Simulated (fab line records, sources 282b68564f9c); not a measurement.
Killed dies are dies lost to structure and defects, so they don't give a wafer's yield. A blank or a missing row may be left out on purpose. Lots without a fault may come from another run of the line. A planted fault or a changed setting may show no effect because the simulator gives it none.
Which tool did it? | flow rit_cmos | 13 lots, 39 wafers sampled, at 4 steps of a route of 202

WHAT THE GAUGES READ, wafer by wafer
RIT_SDANNEAL_RS_MEAS_06: measures by four-point-probe. Usual: PLDD_RS 178.6 ohm/sq, standard deviation 0.46.
lot  | measured    | on            | PLDD_RS (ohm/sq)  | flag
L749 | day 3 07:31 | film_metro-01 | 178.2 178.0 178.0 |
L750 | day 3 09:04 | film_metro-01 | 178.6 179.0 178.7 |
L752 | day 4 00:03 | film_metro-01 | 178.9 179.4 179.0 |
L753 | day 4 07:01 | film_metro-01 | 178.5 178.5 178.6 |
L755 | day 4 10:04 | film_metro-02 | 178.9 178.6 178.7 |
L756 | day 4 14:01 | film_metro-02 | 180.1 179.9 179.9 |
L757 | day 4 18:21 | film_metro-02 | 178.5 178.2 178.2 |
L758 | day 5 00:37 | film_metro-04 | 179.9 178.2 179.1 |
L759 | day 5 07:58 | film_metro-02 | 178.0 178.1 178.2 |
L766 | day 6 13:45 | film_metro-04 | 178.8 178.6 178.5 |
L768 | day 7 01:14 | film_metro-01 | 178.4 178.7 178.7 |
L769 | day 7 06:51 | film_metro-04 | 179.0 178.7 178.5 |
L772 | day 7 21:10 | film_metro-02 | 178.4 177.9 178.2 |

RIT_CONTACT_CD_MEAS_90: target cd 1000 nm. Usual: cd_nm 1000.0 nm, standard deviation 2.5.
lot  | measured    | on        | cd_nm (nm)           | flag
L749 | day 3 10:01 | cd_sem-02 | 999.2 1000.3 999.9   |
L750 | day 3 11:44 | cd_sem-02 | 1006.9 1005.1 1004.9 |
L752 | day 4 02:41 | cd_sem-01 | 997.4 998.1 998.3    |
L753 | day 4 09:45 | cd_sem-02 | 1002.2 998.0 999.1   |
L755 | day 4 12:56 | cd_sem-01 | 995.6 998.7 997.5    |
L756 | day 4 16:35 | cd_sem-02 | 994.7 996.7 995.2    |
L757 | day 4 21:08 | cd_sem-01 | 999.8 1000.3 1000.9  |
L758 | day 5 03:10 | cd_sem-02 | 999.9 1000.2 1002.3  |
L759 | day 5 10:37 | cd_sem-02 | 998.4 998.2 998.3    |
L766 | day 6 16:16 | cd_sem-02 | 997.3 1001.5 999.0   |
L768 | day 7 03:45 | cd_sem-02 | 1001.6 1001.2 1000.4 |
L769 | day 7 09:29 | cd_sem-02 | 1005.5 1006.6 1002.7 |
L772 | day 7 23:51 | cd_sem-02 | 1001.3 1000.3 999.4  |

RIT_M1_THK_MEAS_02: measures by xrf. Usual: M1_AL_THK 399 nm, standard deviation 4.4.
lot  | measured    | on            | M1_AL_THK (nm) | flag
L749 | day 3 10:55 | film_metro-02 | 405 399 398    |
L750 | day 3 12:38 | film_metro-01 | 397 402 401    |
L752 | day 4 03:35 | film_metro-04 | 403 400 404    |
L753 | day 4 10:40 | film_metro-02 | 399 400 399    |
L755 | day 4 13:59 | film_metro-04 | 403 398 400    |
L756 | day 4 17:30 | film_metro-04 | 407 397 400    |
L757 | day 4 22:02 | film_metro-04 | 406 398 403    |
L758 | day 5 04:05 | film_metro-01 | 399 404 395    |
L759 | day 5 11:31 | film_metro-01 | 389 390 397    |
L766 | day 6 17:08 | film_metro-01 | 393 398 396    |
L768 | day 7 04:50 | film_metro-01 | 402 400 399    |
L769 | day 7 10:35 | film_metro-01 | 399 403 394    |
L772 | day 8 00:44 | film_metro-04 | 403 403 397    |

WHICH TOOL RAN EACH LOT (tool, then ch and the chambers of the sampled wafers, then the start)
lot  | RIT_FOX2_CLEAN_02
L749 | wet_bench-03 ch 3, day 1 18:40
L750 | wet_bench-02 ch 0, day 1 23:24
L752 | wet_bench-01 ch 0, day 2 14:46
L753 | wet_bench-03 ch 0, day 2 21:09
L755 | wet_bench-01 ch 3, day 3 02:48
L756 | wet_bench-02 ch 0, day 3 06:40
L757 | wet_bench-01 ch 3, day 3 10:58
L758 | wet_bench-01 ch 1, day 3 17:14
L759 | wet_bench-03 ch 0, day 3 22:25
L766 | wet_bench-01 ch 2, day 5 07:34
L768 | wet_bench-02 ch 0, day 5 18:48
L769 | wet_bench-03 ch 2, day 5 22:26
L772 | wet_bench-02 ch 2, day 6 13:26
- RIT_FOX2_CLEAN_02: cleans in dHF, time 176.3 s.

WHAT THE TOOLS THEMSELVES READ (means of the sampled wafers that have a number; where no wafer has one, the mark that the record gives instead)
The record holds no such reading with a usual standard deviation.

THE ANSWER, worked out from the rows above alone
Rule: a lot is off if the mean of its wafers that have a number lies more than 3 standard deviations from the usual mean. A lot without any number at a reading at which 4 lots or more have one is off too. The other lots that the step has rows for count as sound. The gauges are gone through in route order, then the tools' own readings, and for those a lot's mean is taken as printed above. The first step at which some lot is off is used, and at that step the reading that is off furthest; a lot without a number counts as furthest.
No lot is off at any reading shown: from this, nothing can be told.

WHAT THE SIMULATOR HAD PUT IN
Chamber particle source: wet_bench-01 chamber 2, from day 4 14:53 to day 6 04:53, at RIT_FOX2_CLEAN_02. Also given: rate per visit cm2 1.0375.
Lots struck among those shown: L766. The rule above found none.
